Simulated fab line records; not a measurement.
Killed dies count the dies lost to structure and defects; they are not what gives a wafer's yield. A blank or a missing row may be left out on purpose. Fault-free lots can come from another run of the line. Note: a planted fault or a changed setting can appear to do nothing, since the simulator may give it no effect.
Which of the tools did it? ; flow ritCmos ; 45 wafers from 15 lots sampled at 2 of the route's 202 steps

## WHAT THE GAUGES READ, wafer by wafer
RIT_NLDD_OVL_MEAS_06. Usual: NLDD_OVL typically reads -1.2 nm, with standard deviation 1.4.
lot;measured;on;NLDD_OVL (nm);flag
L886;day 2 19:28;overlay-01;-2.2 -0.9 -2.4;
L887;day 2 23:27;overlay-01;-1.4 -1.4 -0.3;
L888;day 3 05:27;overlay-01;-0.6 -0.9 -2.4;
L890;day 3 15:29;overlay-02;-1.6 0.9 -1.2;
L891;day 3 20:32;overlay-02;-3.4 -4.0 -4.0;
L892;day 4 05:49;overlay-02;2.3 -0.9 0.5;
L893;day 4 06:03;overlay-01;-1.1 0.9 0.5;
L896;day 4 23:45;overlay-02;-181.1 -179.9 -178.9 -178.7 -177.8 -176.7;OFF
L897;day 5 02:25;overlay-01;-0.9 -0.3 -1.5;
L900;day 5 19:01;overlay-01;-181.6 -182.5 -182.3 -179.7 -180.1 -180.0;OFF
L901;day 6 00:32;overlay-02;-181.2 -181.0 -179.8 -179.6 -178.5 -178.4;OFF
L904;day 6 17:11;overlay-02;1.5 1.6 -1.4;
L905;day 6 20:20;overlay-02;-0.8 -1.0 -1.0;
L906;day 7 01:19;overlay-01;-0.7 0.8 0.6;
L908;day 7 12:43;overlay-01;-1.9 -1.4 -2.5;

## WHICH TOOL RAN EACH LOT (tool, then ch and the chambers of the sampled wafers, then the start)
lot;RIT_NLDD_EXPOSE_03
L886;ilineStepper-01 ch 0, day 2 19:04
L887;ilineStepper-01 ch 0, day 2 23:03
L888;ilineStepper-02 ch 0, day 3 05:03
L890;ilineStepper-01 ch 0, day 3 15:05
L891;ilineStepper-01 ch 0, day 3 20:08
L892;ilineStepper-01 ch 0, day 4 05:25
L893;ilineStepper-02 ch 0, day 4 05:39
L896;ilineStepper-01 ch 0, day 4 23:21
L897;ilineStepper-02 ch 0, day 5 02:01
L900;ilineStepper-01 ch 0, day 5 18:37
L901;ilineStepper-01 ch 0, day 6 00:09
L904;ilineStepper-02 ch 0, day 6 16:47
L905;ilineStepper-02 ch 0, day 6 19:56
L906;ilineStepper-02 ch 0, day 7 00:55
L908;ilineStepper-02 ch 0, day 7 12:19
- RIT_NLDD_EXPOSE_03: exposes mask M7, target cd 40700 nm.

## WHAT THE TOOLS THEMSELVES READ (means of the sampled wafers that have a number; where no wafer has one, the mark that the record gives instead)
The record holds no such reading with a usual standard deviation.

## THE ANSWER, worked out from the rows above alone
Rule: take the mean of a lot's wafers that have a number; if it is more than 3 standard deviations from the usual mean, the lot is off. A lot without any number at a reading at which 4 lots or more have one is off too. Where the step has rows for the other lots, those lots are counted as sound. First the gauges in route order, then the tools' own readings, where a lot's mean is used as printed above. At the first step where some lot is off, the reading lying furthest off is the one used; lots without a number count as furthest.
Off: at RIT_NLDD_OVL_MEAS_06 (NLDD_OVL), L896, L900, L901.
If a tool, at a process step before that reading, ran all the lots that are off and no sound lot after the first of them, it fits. Gauges at RIT_NLDD_OVL_MEAS_06: tried the same way as those tools. One fits: ilineStepper-01 at RIT_NLDD_EXPOSE_03. Its last sound lot is L892 (day 4 05:25), its first lot that is off L896 (day 4 23:21): a fault that began between those two fits.

## WHAT THE SIMULATOR HAD PUT IN
Scanner matching overlay: ilineStepper-01, from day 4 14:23 on, at RIT_NLDD_EXPOSE_03. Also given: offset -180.
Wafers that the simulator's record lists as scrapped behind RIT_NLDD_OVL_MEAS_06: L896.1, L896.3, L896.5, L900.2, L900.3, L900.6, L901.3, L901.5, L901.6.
Struck lots among those shown: L896, L900, L901. The same result came from the rule above.
